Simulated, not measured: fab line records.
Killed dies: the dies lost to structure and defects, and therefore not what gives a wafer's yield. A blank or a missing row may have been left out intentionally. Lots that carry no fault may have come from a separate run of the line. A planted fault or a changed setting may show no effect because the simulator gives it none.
Which of the tools did it? / flow berkeley-cmos170 / 14 lots with 42 wafers sampled at 5 steps, on a route of 331 steps

WHAT THE GAUGES READ, wafer by wafer
UCB170_PSD_OVL_MEAS_07. Usual: PSD_OVL typically reads 2 nm, with standard deviation 4.6.
lot=L350; measured=day 6 22:08; on=overlay-01; PSD_OVL (nm)=2 -2 8; flag=
lot=L351; measured=day 7 00:07; on=overlay-02; PSD_OVL (nm)=-1 3 2; flag=
lot=L354; measured=day 7 06:04; on=overlay-02; PSD_OVL (nm)=1 0 4; flag=
lot=L353; measured=day 7 06:23; on=overlay-01; PSD_OVL (nm)=-4 -7 1; flag=
lot=L352; measured=day 7 06:31; on=overlay-01; PSD_OVL (nm)=0 0 7; flag=
lot=L355; measured=day 7 18:16; on=overlay-01; PSD_OVL (nm)=4 -3 7; flag=
lot=L356; measured=day 8 00:48; on=overlay-01; PSD_OVL (nm)=4 3 -6; flag=
lot=L357; measured=day 8 01:04; on=overlay-01; PSD_OVL (nm)=6 5 2; flag=
lot=L360; measured=day 8 16:25; on=overlay-02; PSD_OVL (nm)=6 1 9; flag=
lot=L361; measured=day 8 16:40; on=overlay-02; PSD_OVL (nm)=3 -3 4; flag=
lot=L364; measured=day 9 17:25; on=overlay-02; PSD_OVL (nm)=0 -4 -12; flag=
lot=L366; measured=day 9 22:12; on=overlay-01; PSD_OVL (nm)=4 -2 1; flag=
lot=L365; measured=day 9 22:28; on=overlay-01; PSD_OVL (nm)=4 2 9; flag=
lot=L372; measured=day 11 09:25; on=overlay-02; PSD_OVL (nm)=1 -1 3; flag=

UCB170_M1_RS_MEAS_01: the measuring method here is four-point-probe. Usual: M1_AL_RS typically reads 0.0486 ohm/sq, with standard deviation 0.00079.
lot=L350; measured=day 7 08:34; on=film-metro-02; M1_AL_RS (ohm/sq)=0.0496 0.0485 0.0485; flag=
lot=L351; measured=day 7 11:09; on=film-metro-01; M1_AL_RS (ohm/sq)=0.0498 0.0477 0.0496; flag=
lot=L354; measured=day 7 19:38; on=film-metro-02; M1_AL_RS (ohm/sq)=0.0484 0.0502 0.0491; flag=
lot=L353; measured=day 7 19:40; on=film-metro-01; M1_AL_RS (ohm/sq)=0.0496 0.0484 0.0500; flag=
lot=L352; measured=day 7 15:46; on=film-metro-04; M1_AL_RS (ohm/sq)=0.0492 0.0475 0.0485; flag=
lot=L355; measured=day 8 04:49; on=film-metro-04; M1_AL_RS (ohm/sq)=0.0489 0.0500 0.0493; flag=
lot=L356; measured=day 8 15:14; on=film-metro-01; M1_AL_RS (ohm/sq)=0.0508 0.0473 0.0481; flag=
lot=L357; measured=day 8 15:26; on=film-metro-02; M1_AL_RS (ohm/sq)=0.0495 0.0481 0.0498; flag=
lot=L360; measured=day 9 05:59; on=film-metro-04; M1_AL_RS (ohm/sq)=0.0481 0.0511 0.0486; flag=
lot=L361; measured=day 9 06:01; on=film-metro-02; M1_AL_RS (ohm/sq)=0.0476 0.0493 0.0482; flag=
lot=L364; measured=day 10 02:48; on=film-metro-01; M1_AL_RS (ohm/sq)=0.0489 0.0494 0.0478; flag=
lot=L366; measured=day 10 11:35; on=film-metro-01; M1_AL_RS (ohm/sq)=0.0485 0.0479 0.0480; flag=
lot=L365; measured=day 10 09:20; on=film-metro-02; M1_AL_RS (ohm/sq)=0.0492 0.0484 0.0494; flag=
lot=L372; measured=day 11 19:59; on=film-metro-01; M1_AL_RS (ohm/sq)=0.0481 0.0481 0.0485; flag=

UCB170_V1_THK_MEAS_04. Usual: V1_POLISHED_THK typically reads 1000.4 nm, with standard deviation 1.3.
lot=L350; measured=day 7 15:07; on=film-metro-03; V1_POLISHED_THK (nm)=998.6 997.5 997.9; flag=
lot=L351; measured=day 7 15:25; on=film-metro-01; V1_POLISHED_THK (nm)=998.3 1000.3 1000.5; flag=
lot=L354; measured=day 8 02:00; on=film-metro-01; V1_POLISHED_THK (nm)=1000.7 999.7 999.5; flag=
lot=L353; measured=day 8 02:19; on=film-metro-04; V1_POLISHED_THK (nm)=998.9 998.8 1000.2; flag=
lot=L352; measured=day 7 20:29; on=film-metro-03; V1_POLISHED_THK (nm)=999.7 997.8 1000.3; flag=
lot=L355; measured=day 8 10:55; on=film-metro-01; V1_POLISHED_THK (nm)=1001.5 1000.6 1002.2; flag=
lot=L356; measured=day 8 20:54; on=film-metro-01; V1_POLISHED_THK (nm)=1002.7 1000.6 1002.0; flag=
lot=L357; measured=day 8 20:56; on=film-metro-03; V1_POLISHED_THK (nm)=998.0 999.6 998.2; flag=
lot=L360; measured=day 9 12:13; on=film-metro-03; V1_POLISHED_THK (nm)=1000.4 1001.3 1000.4; flag=
lot=L361; measured=day 9 12:14; on=film-metro-01; V1_POLISHED_THK (nm)=1001.2 1002.0 1002.4; flag=
lot=L364; measured=day 10 06:37; on=film-metro-01; V1_POLISHED_THK (nm)=999.1 998.0 999.8; flag=
lot=L366; measured=day 10 17:53; on=film-metro-01; V1_POLISHED_THK (nm)=1000.8 1000.1 999.3; flag=
lot=L365; measured=day 10 16:58; on=film-metro-03; V1_POLISHED_THK (nm)=998.8 998.7 999.3; flag=
lot=L372; measured=day 12 01:49; on=film-metro-04; V1_POLISHED_THK (nm)=1000.8 1002.1 1001.1; flag=

WHAT TOOL EACH LOT RAN ON (gives the tool, then ch and the chambers of the sampled wafers, and finally the start)
lot=L350; UCB170_CONTACT_ETCH_18=rie-diel-02 ch 1,2,3, day 7 08:30 or earlier; UCB170_M1_SPUTTER_00=pvd-sputter-03, day 7 08:30
lot=L351; UCB170_CONTACT_ETCH_18=rie-diel-01 ch 0,1,3, day 7 11:05 or earlier; UCB170_M1_SPUTTER_00=pvd-sputter-04, day 7 11:05
lot=L354; UCB170_CONTACT_ETCH_18=rie-diel-03 ch 0,1,3, day 7 19:35 or earlier; UCB170_M1_SPUTTER_00=pvd-sputter-03, day 7 19:35
lot=L353; UCB170_CONTACT_ETCH_18=rie-diel-02 ch 2,3, day 7 19:35 or earlier; UCB170_M1_SPUTTER_00=pvd-sputter-01, day 7 19:35
lot=L352; UCB170_CONTACT_ETCH_18=rie-diel-01 ch 0,1, day 7 15:41 or earlier; UCB170_M1_SPUTTER_00=pvd-sputter-01, day 7 15:41
lot=L355; UCB170_CONTACT_ETCH_18=rie-diel-03 ch 0,1,3, day 8 04:46 or earlier; UCB170_M1_SPUTTER_00=pvd-sputter-01, day 8 04:46
lot=L356; UCB170_CONTACT_ETCH_18=rie-diel-02 ch 1,3, day 8 15:11 or earlier; UCB170_M1_SPUTTER_00=pvd-sputter-01, day 8 15:11
lot=L357; UCB170_CONTACT_ETCH_18=rie-diel-01 ch 0,2, day 8 15:22 or earlier; UCB170_M1_SPUTTER_00=pvd-sputter-03, day 8 15:22
lot=L360; UCB170_CONTACT_ETCH_18=rie-diel-02 ch 1,3, day 9 05:55 or earlier; UCB170_M1_SPUTTER_00=pvd-sputter-01, day 9 05:55
lot=L361; UCB170_CONTACT_ETCH_18=rie-diel-03 ch 1,3, day 9 05:55 or earlier; UCB170_M1_SPUTTER_00=pvd-sputter-03, day 9 05:55
lot=L364; UCB170_CONTACT_ETCH_18=rie-diel-01 ch 0,1,3, day 10 02:43 or earlier; UCB170_M1_SPUTTER_00=pvd-sputter-03, day 10 02:43
lot=L366; UCB170_CONTACT_ETCH_18=rie-diel-03 ch 0,1,2, day 10 11:29 or earlier; UCB170_M1_SPUTTER_00=pvd-sputter-03, day 10 11:29
lot=L365; UCB170_CONTACT_ETCH_18=rie-diel-03 ch 1,2, day 10 09:17 or earlier; UCB170_M1_SPUTTER_00=pvd-sputter-03, day 10 09:17
lot=L372; UCB170_CONTACT_ETCH_18=rie-diel-03 ch 1,2,3, day 11 19:55 or earlier; UCB170_M1_SPUTTER_00=pvd-sputter-03, day 11 19:55
- UCB170_CONTACT_ETCH_18: etches PSG in CHF3/CF4/Ar, stops on TiSi2, target depth 840 nm, time 195 s.
- UCB170_M1_SPUTTER_00: material Al, target thk 600 nm, time 80 s.

WHAT THE TOOLS THEMSELVES READ (means of the sampled wafers that have a number; where no wafer has one, the mark that the record gives instead)
UCB170_CONTACT_ETCH_18. Usual: drypump-motor-current-A 5.81 A, standard deviation 0.22; oes-product-au 0.894 a.u., standard deviation 0.013; rf-fwd-power-W 697.2 W, standard deviation 2.4; throttle-valve-pct 6.98 %, standard deviation 0.085.
lot=L350; tool=rie-diel-02; drypump-motor-current-A (A)=5.74; oes-product-au (a.u.)=0.888; rf-fwd-power-W (W)=697.3; throttle-valve-pct (%)=7.01; flag=
lot=L351; tool=rie-diel-01; drypump-motor-current-A (A)=5.78; oes-product-au (a.u.)=0.888; rf-fwd-power-W (W)=695.4; throttle-valve-pct (%)=6.99; flag=
lot=L354; tool=rie-diel-03; drypump-motor-current-A (A)=5.83; oes-product-au (a.u.)=0.892; rf-fwd-power-W (W)=696.3; throttle-valve-pct (%)=6.98; flag=
lot=L353; tool=rie-diel-02; drypump-motor-current-A (A)=5.66; oes-product-au (a.u.)=0.890; rf-fwd-power-W (W)=697.6; throttle-valve-pct (%)=7.02; flag=
lot=L352; tool=rie-diel-01; drypump-motor-current-A (A)=5.68; oes-product-au (a.u.)=0.895; rf-fwd-power-W (W)=694.9; throttle-valve-pct (%)=6.97; flag=
lot=L355; tool=rie-diel-03; drypump-motor-current-A (A)=5.80; oes-product-au (a.u.)=0.890; rf-fwd-power-W (W)=697.9; throttle-valve-pct (%)=6.99; flag=
lot=L356; tool=rie-diel-02; drypump-motor-current-A (A)=5.88; oes-product-au (a.u.)=0.880; rf-fwd-power-W (W)=700.2; throttle-valve-pct (%)=6.98; flag=
lot=L357; tool=rie-diel-01; drypump-motor-current-A (A)=5.57; oes-product-au (a.u.)=0.901; rf-fwd-power-W (W)=695.9; throttle-valve-pct (%)=6.88; flag=
lot=L360; tool=rie-diel-02; drypump-motor-current-A (A)=5.92; oes-product-au (a.u.)=0.878; rf-fwd-power-W (W)=698.8; throttle-valve-pct (%)=7.00; flag=
lot=L361; tool=rie-diel-03; drypump-motor-current-A (A)=5.98; oes-product-au (a.u.)=0.887; rf-fwd-power-W (W)=696.1; throttle-valve-pct (%)=7.04; flag=
lot=L364; tool=rie-diel-01; drypump-motor-current-A (A)=5.78; oes-product-au (a.u.)=0.895; rf-fwd-power-W (W)=696.7; throttle-valve-pct (%)=7.00; flag=
lot=L366; tool=rie-diel-03; drypump-motor-current-A (A)=5.92; oes-product-au (a.u.)=0.897; rf-fwd-power-W (W)=697.4; throttle-valve-pct (%)=6.92; flag=
lot=L365; tool=rie-diel-03; drypump-motor-current-A (A)=6.11; oes-product-au (a.u.)=0.900; rf-fwd-power-W (W)=695.5; throttle-valve-pct (%)=6.97; flag=
lot=L372; tool=rie-diel-03; drypump-motor-current-A (A)=5.89; oes-product-au (a.u.)=0.900; rf-fwd-power-W (W)=696.9; throttle-valve-pct (%)=6.98; flag=

UCB170_M1_SPUTTER_00. Usual: chamber-pressure-pa 0.4999 Pa, standard deviation 0.0009; throttle-valve-pct 30.1 %, standard deviation 0.67.
lot=L350; tool=pvd-sputter-03; chamber-pressure-pa (Pa)=0.4995; throttle-valve-pct (%)=30.5; flag=
lot=L351; tool=pvd-sputter-04; chamber-pressure-pa (Pa)=0.5008; throttle-valve-pct (%)=29.6; flag=
lot=L354; tool=pvd-sputter-03; chamber-pressure-pa (Pa)=0.5006; throttle-valve-pct (%)=30.0; flag=
lot=L353; tool=pvd-sputter-01; chamber-pressure-pa (Pa)=0.4997; throttle-valve-pct (%)=30.5; flag=
lot=L352; tool=pvd-sputter-01; chamber-pressure-pa (Pa)=0.4996; throttle-valve-pct (%)=30.0; flag=
lot=L355; tool=pvd-sputter-01; chamber-pressure-pa (Pa)=0.5004; throttle-valve-pct (%)=30.4; flag=
lot=L356; tool=pvd-sputter-01; chamber-pressure-pa (Pa)=0.5194; throttle-valve-pct (%)=30.1; flag=OFF
lot=L357; tool=pvd-sputter-03; chamber-pressure-pa (Pa)=0.4986; throttle-valve-pct (%)=30.2; flag=
lot=L360; tool=pvd-sputter-01; chamber-pressure-pa (Pa)=0.5197; throttle-valve-pct (%)=29.5; flag=OFF
lot=L361; tool=pvd-sputter-03; chamber-pressure-pa (Pa)=0.5004; throttle-valve-pct (%)=30.5; flag=
lot=L364; tool=pvd-sputter-03; chamber-pressure-pa (Pa)=0.5001; throttle-valve-pct (%)=30.4; flag=
lot=L366; tool=pvd-sputter-03; chamber-pressure-pa (Pa)=0.5002; throttle-valve-pct (%)=30.2; flag=
lot=L365; tool=pvd-sputter-03; chamber-pressure-pa (Pa)=0.4999; throttle-valve-pct (%)=30.4; flag=
lot=L372; tool=pvd-sputter-03; chamber-pressure-pa (Pa)=0.5003; throttle-valve-pct (%)=30.0; flag=

THE ANSWER, worked out from the rows above alone
Rule: a lot is off if the mean of its wafers that have a number lies more than 3 standard deviations from the usual mean. Also off: a lot with no number at a reading for which 4 or more lots have one. Where the step has rows for the other lots, those lots are counted as sound. Order of review: gauges by route order, followed by the tools' own readings, for which a lot's mean as printed above is used. At the first step where some lot is off, the reading lying furthest off is the one used; lots without a number count as furthest.
Off: L356, L360 (UCB170_M1_SPUTTER_00, chamber-pressure-pa).
If a tool, at that step or one of the process steps before it, ran each lot that is off and ran no sound lot following the first of them, it fits. With no start given for some of its lots, UCB170_CONTACT_ETCH_18 uses the hours and lot order of UCB170_M1_SPUTTER_00. Can't be told from this: 2 tools fit, rie-diel-02 at UCB170_CONTACT_ETCH_18, pvd-sputter-01 at UCB170_M1_SPUTTER_00.

WHAT THE SIMULATOR HAD INSERTED
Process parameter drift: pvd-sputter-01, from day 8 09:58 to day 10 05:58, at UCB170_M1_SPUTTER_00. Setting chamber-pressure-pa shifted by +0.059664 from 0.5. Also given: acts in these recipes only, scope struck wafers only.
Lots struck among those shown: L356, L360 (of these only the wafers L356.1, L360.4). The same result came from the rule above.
